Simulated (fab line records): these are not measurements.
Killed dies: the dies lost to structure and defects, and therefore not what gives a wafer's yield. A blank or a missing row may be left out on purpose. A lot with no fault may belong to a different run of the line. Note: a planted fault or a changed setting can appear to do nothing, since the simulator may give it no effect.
The tool behind it: which one? :: flow berkeley-cmos170 :: 42 wafers from 14 lots sampled at 4 of the route's 331 steps

== WHAT THE GAUGES READ, wafer by wafer ==
UCB170_M3_RS_MEAS_02: measurement is done with a four-point probe.
lot: L432
measured: day 7 19:40
on: film-metro-01
M3_AL_RS (ohm/sq): 0.0326 0.0324 0.0321

lot: L431
measured: day 7 20:06
on: film-metro-04
M3_AL_RS (ohm/sq): 0.0329 0.0327 0.0327

lot: L430
measured: day 7 20:24
on: film-metro-04
M3_AL_RS (ohm/sq): 0.0334 0.0330 0.0335

lot: L434
measured: day 8 11:40
on: film-metro-01
M3_AL_RS (ohm/sq): 0.0319 0.0320 0.0319

lot: L433
measured: day 8 23:02
on: film-metro-03
M3_AL_RS (ohm/sq): 0.0324 0.0321 0.0318

lot: L438
measured: day 9 07:56
on: film-metro-04
M3_AL_RS (ohm/sq): 0.0323 0.0323 0.0321

lot: L440
measured: day 9 23:34
on: film-metro-03
M3_AL_RS (ohm/sq): 0.0320 0.0319 0.0319

lot: L439
measured: day 10 00:03
on: film-metro-01
M3_AL_RS (ohm/sq): 0.0324 0.0319 0.0319

lot: L442
measured: day 10 08:40
on: film-metro-04
M3_AL_RS (ohm/sq): 0.0326 0.0329 0.0330

lot: L448
measured: day 11 15:23
on: film-metro-03
M3_AL_RS (ohm/sq): 0.0324 0.0330 0.0329

lot: L447
measured: day 11 15:43
on: film-metro-01
M3_AL_RS (ohm/sq): 0.0330 0.0330 0.0329

lot: L452
measured: day 12 13:42
on: film-metro-01
M3_AL_RS (ohm/sq): 0.0319 0.0322 0.0320

lot: L453
measured: day 12 13:58
on: film-metro-03
M3_AL_RS (ohm/sq): 0.0330 0.0329 0.0326

lot: L449
measured: day 12 14:33
on: film-metro-03
M3_AL_RS (ohm/sq): 0.0324 0.0322 0.0321

UCB170_M3_CD_MEAS_90 targets a cd of 700 nm.
lot: L432
measured: day 7 22:19
on: cd-sem-02
cd-nm (nm): 699.7 701.0 698.9

lot: L431
measured: day 7 22:31
on: cd-sem-02
cd-nm (nm): 701.7 701.7 701.9

lot: L430
measured: day 7 22:46
on: cd-sem-02
cd-nm (nm): 697.6 701.3 701.7

lot: L434
measured: day 8 14:00
on: cd-sem-02
cd-nm (nm): 700.8 700.6 698.9

lot: L433
measured: day 9 02:56
on: cd-sem-01
cd-nm (nm): 699.3 707.4 702.2

lot: L438
measured: day 9 10:47
on: cd-sem-02
cd-nm (nm): 699.8 698.3 700.8

lot: L440
measured: day 10 03:34
on: cd-sem-01
cd-nm (nm): 698.1 695.8 699.2

lot: L439
measured: day 10 03:55
on: cd-sem-02
cd-nm (nm): 700.7 700.5 696.5

lot: L442
measured: day 10 12:08
on: cd-sem-02
cd-nm (nm): 696.0 698.2 698.9

lot: L448
measured: day 11 17:49
on: cd-sem-01
cd-nm (nm): 700.4 700.8 700.1

lot: L447
measured: day 11 18:10
on: cd-sem-01
cd-nm (nm): 701.2 693.6 692.6

lot: L452
measured: day 12 16:44
on: cd-sem-01
cd-nm (nm): 703.5 695.0 697.2

lot: L453
measured: day 12 16:46
on: cd-sem-02
cd-nm (nm): 701.9 698.9 700.4

lot: L449
measured: day 12 17:22
on: cd-sem-01
cd-nm (nm): 697.9 700.4 701.0

== WHICH TOOL RAN EACH LOT (tool, then ch and the chambers of the sampled wafers, then the start) ==
lot: L432
UCB170_M3_ETCH_17: rie-diel-01 ch 1,2,3, day 7 21:58
UCB170_M3_METAL_ETCH_18: rie-metal-03 ch 1, day 7 22:01

lot: L431
UCB170_M3_ETCH_17: rie-diel-02 ch 0,1,2, day 7 22:11
UCB170_M3_METAL_ETCH_18: rie-metal-04 ch 0,1, day 7 22:13

lot: L430
UCB170_M3_ETCH_17: rie-diel-01 ch 0,1,2, day 7 22:25
UCB170_M3_METAL_ETCH_18: rie-metal-01 ch 0,1, day 7 22:28

lot: L434
UCB170_M3_ETCH_17: rie-diel-02 ch 1,2,3, day 8 13:37
UCB170_M3_METAL_ETCH_18: rie-metal-04 ch 0,1, day 8 13:39

lot: L433
UCB170_M3_ETCH_17: rie-diel-01 ch 0,1,2, day 9 02:35
UCB170_M3_METAL_ETCH_18: rie-metal-03 ch 0,1, day 9 02:37

lot: L438
UCB170_M3_ETCH_17: rie-diel-03 ch 1,3, day 9 10:26
UCB170_M3_METAL_ETCH_18: rie-metal-01 ch 0,1, day 9 10:29

lot: L440
UCB170_M3_ETCH_17: rie-diel-03 ch 0,1,2, day 10 03:13
UCB170_M3_METAL_ETCH_18: rie-metal-01 ch 0,1, day 10 03:16

lot: L439
UCB170_M3_ETCH_17: rie-diel-01 ch 0,2, day 10 03:33
UCB170_M3_METAL_ETCH_18: rie-metal-03 ch 0,1, day 10 03:40

lot: L442
UCB170_M3_ETCH_17: rie-diel-01 ch 1,2,3, day 10 11:47
UCB170_M3_METAL_ETCH_18: rie-metal-01 ch 0,1, day 10 11:50

lot: L448
UCB170_M3_ETCH_17: rie-diel-03 ch 0,1,3, day 11 17:28
UCB170_M3_METAL_ETCH_18: rie-metal-04 ch 0,1, day 11 17:31

lot: L447
UCB170_M3_ETCH_17: rie-diel-02 ch 0,1,3, day 11 17:49
UCB170_M3_METAL_ETCH_18: rie-metal-03 ch 0,1, day 11 17:52

lot: L452
UCB170_M3_ETCH_17: rie-diel-03 ch 0,1,2, day 12 16:23
UCB170_M3_METAL_ETCH_18: rie-metal-03 ch 0,1, day 12 16:26

lot: L453
UCB170_M3_ETCH_17: rie-diel-01 ch 1,3, day 12 16:26
UCB170_M3_METAL_ETCH_18: rie-metal-04 ch 0,1, day 12 16:28

lot: L449
UCB170_M3_ETCH_17: rie-diel-02 ch 0,2,3, day 12 17:01
UCB170_M3_METAL_ETCH_18: rie-metal-01 ch 0,1, day 12 17:04
- UCB170_M3_ETCH_17: etches BARC in N2/H2.
- UCB170_M3_METAL_ETCH_18: etches Al in Cl2/BCl3, stops on SiO2, target depth 1170 nm, time 195 s.

== AS READ BY THE TOOLS THEMSELVES (means over the sampled wafers that have a number; for cases with no such wafer, the mark the record gives instead) ==
UCB170_M3_ETCH_17.
lot: L432
tool: rie-diel-01
drypump-motor-current-A (A): 5.7
oes-product-au (a.u.): 0.993
throttle-valve-pct (%): 13.22

lot: L431
tool: rie-diel-02
drypump-motor-current-A (A): 5.7
oes-product-au (a.u.): 0.988
throttle-valve-pct (%): 13.18

lot: L430
tool: rie-diel-01
drypump-motor-current-A (A): 5.8
oes-product-au (a.u.): 0.997
throttle-valve-pct (%): 13.26

lot: L434
tool: rie-diel-02
drypump-motor-current-A (A): 5.8
oes-product-au (a.u.): 1.002
throttle-valve-pct (%): 13.29

lot: L433
tool: rie-diel-01
drypump-motor-current-A (A): 5.9
oes-product-au (a.u.): 0.996
throttle-valve-pct (%): 13.26

lot: L438
tool: rie-diel-03
drypump-motor-current-A (A): 6.0
oes-product-au (a.u.): 1.018
throttle-valve-pct (%): 13.44

lot: L440
tool: rie-diel-03
drypump-motor-current-A (A): 5.9
oes-product-au (a.u.): 1.014
throttle-valve-pct (%): 13.47

lot: L439
tool: rie-diel-01
drypump-motor-current-A (A): 5.9
oes-product-au (a.u.): 1.012
throttle-valve-pct (%): 13.28

lot: L442
tool: rie-diel-01
drypump-motor-current-A (A): 5.7
oes-product-au (a.u.): 1.001
throttle-valve-pct (%): 13.22

lot: L448
tool: rie-diel-03
drypump-motor-current-A (A): 5.8
oes-product-au (a.u.): 1.007
throttle-valve-pct (%): 13.48

lot: L447
tool: rie-diel-02
drypump-motor-current-A (A): 6.0
oes-product-au (a.u.): 1.256
throttle-valve-pct (%): 13.33

lot: L452
tool: rie-diel-03
drypump-motor-current-A (A): 5.9
oes-product-au (a.u.): 1.006
throttle-valve-pct (%): 13.47

lot: L453
tool: rie-diel-01
drypump-motor-current-A (A): 5.7
oes-product-au (a.u.): 0.990
throttle-valve-pct (%): 13.21

lot: L449
tool: rie-diel-02
drypump-motor-current-A (A): 5.7
oes-product-au (a.u.): 1.264
throttle-valve-pct (%): 13.19

UCB170_M3_METAL_ETCH_18.
lot: L432
tool: rie-metal-03
drypump-motor-current-A (A): 5.3
oes-product-au (a.u.): 0.857
throttle-valve-pct (%): 24.9

lot: L431
tool: rie-metal-04
drypump-motor-current-A (A): 6.1
oes-product-au (a.u.): 0.833
throttle-valve-pct (%): 24.7

lot: L430
tool: rie-metal-01
drypump-motor-current-A (A): 5.8
oes-product-au (a.u.): 0.832
throttle-valve-pct (%): 24.5

lot: L434
tool: rie-metal-04
drypump-motor-current-A (A): 6.1
oes-product-au (a.u.): 0.847
throttle-valve-pct (%): 24.7

lot: L433
tool: rie-metal-03
drypump-motor-current-A (A): 5.6
oes-product-au (a.u.): 0.855
throttle-valve-pct (%): 24.6

lot: L438
tool: rie-metal-01
drypump-motor-current-A (A): 5.4
oes-product-au (a.u.): 0.831
throttle-valve-pct (%): 24.2

lot: L440
tool: rie-metal-01
drypump-motor-current-A (A): 5.8
oes-product-au (a.u.): 0.855
throttle-valve-pct (%): 24.5

lot: L439
tool: rie-metal-03
drypump-motor-current-A (A): 5.5
oes-product-au (a.u.): 0.859
throttle-valve-pct (%): 24.6

lot: L442
tool: rie-metal-01
drypump-motor-current-A (A): 5.8
oes-product-au (a.u.): 0.844
throttle-valve-pct (%): 24.5

lot: L448
tool: rie-metal-04
drypump-motor-current-A (A): 6.1
oes-product-au (a.u.): 0.833
throttle-valve-pct (%): 24.7

lot: L447
tool: rie-metal-03
drypump-motor-current-A (A): 5.5
oes-product-au (a.u.): 0.846
throttle-valve-pct (%): 24.6

lot: L452
tool: rie-metal-03
drypump-motor-current-A (A): 5.5
oes-product-au (a.u.): 0.859
throttle-valve-pct (%): 24.6

lot: L453
tool: rie-metal-04
drypump-motor-current-A (A): 6.1
oes-product-au (a.u.): 0.831
throttle-valve-pct (%): 24.8

lot: L449
tool: rie-metal-01
drypump-motor-current-A (A): 5.4
oes-product-au (a.u.): 0.835
throttle-valve-pct (%): 24.2

== THE ANSWER, worked out from the rows above alone ==
Rule: what is usual is taken from the lots themselves. The widest of any qualifying gaps counts: lots, ordered by their means at a reading, are off when they make up no more than a third of the lots, leave a main group of 4 or more, and stand apart from it by 3 or more times the standard deviation of that group's means. If all means in a main group match to the digits the tables above print for the reading, that group is not used. A lot without any number at a reading at which 4 lots or more have one is off too. Where the step has rows for the other lots, those lots are counted as sound. Order of review: gauges by route order, followed by the tools' own readings, for which a lot's mean as printed above is used. At the first step where some lot is off, the reading lying furthest off is the one used; lots without a number count as furthest.
Off: L447, L449, at UCB170_M3_ETCH_17 (oes-product-au). Mean 1.002 a.u. and standard deviation 0.0092 in the main group.
A tool fits if, at that step or a process step before it, it ran every lot that is off, and no sound lot after the first of them. One fits: UCB170_M3_ETCH_17 on rie-diel-02. Its last sound lot is L434 (day 8 13:37), its first lot that is off L447 (day 11 17:49): a fault that began between those two fits.
The tool's own readings at UCB170_M3_ETCH_17 bear it out: on the lots that are off they differ by more than 5 times the standard deviation of the sound lots' means. oes-product-au reads 1.260 a.u. there against 1.002 a.u. on the sound lots.

== WHAT THE SIMULATOR HAD PUT IN ==
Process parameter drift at UCB170_M3_ETCH_17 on rie-diel-02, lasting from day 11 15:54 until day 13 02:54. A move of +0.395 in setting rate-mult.
Lots struck among those shown: L447, L449. Same finding as the rule above.
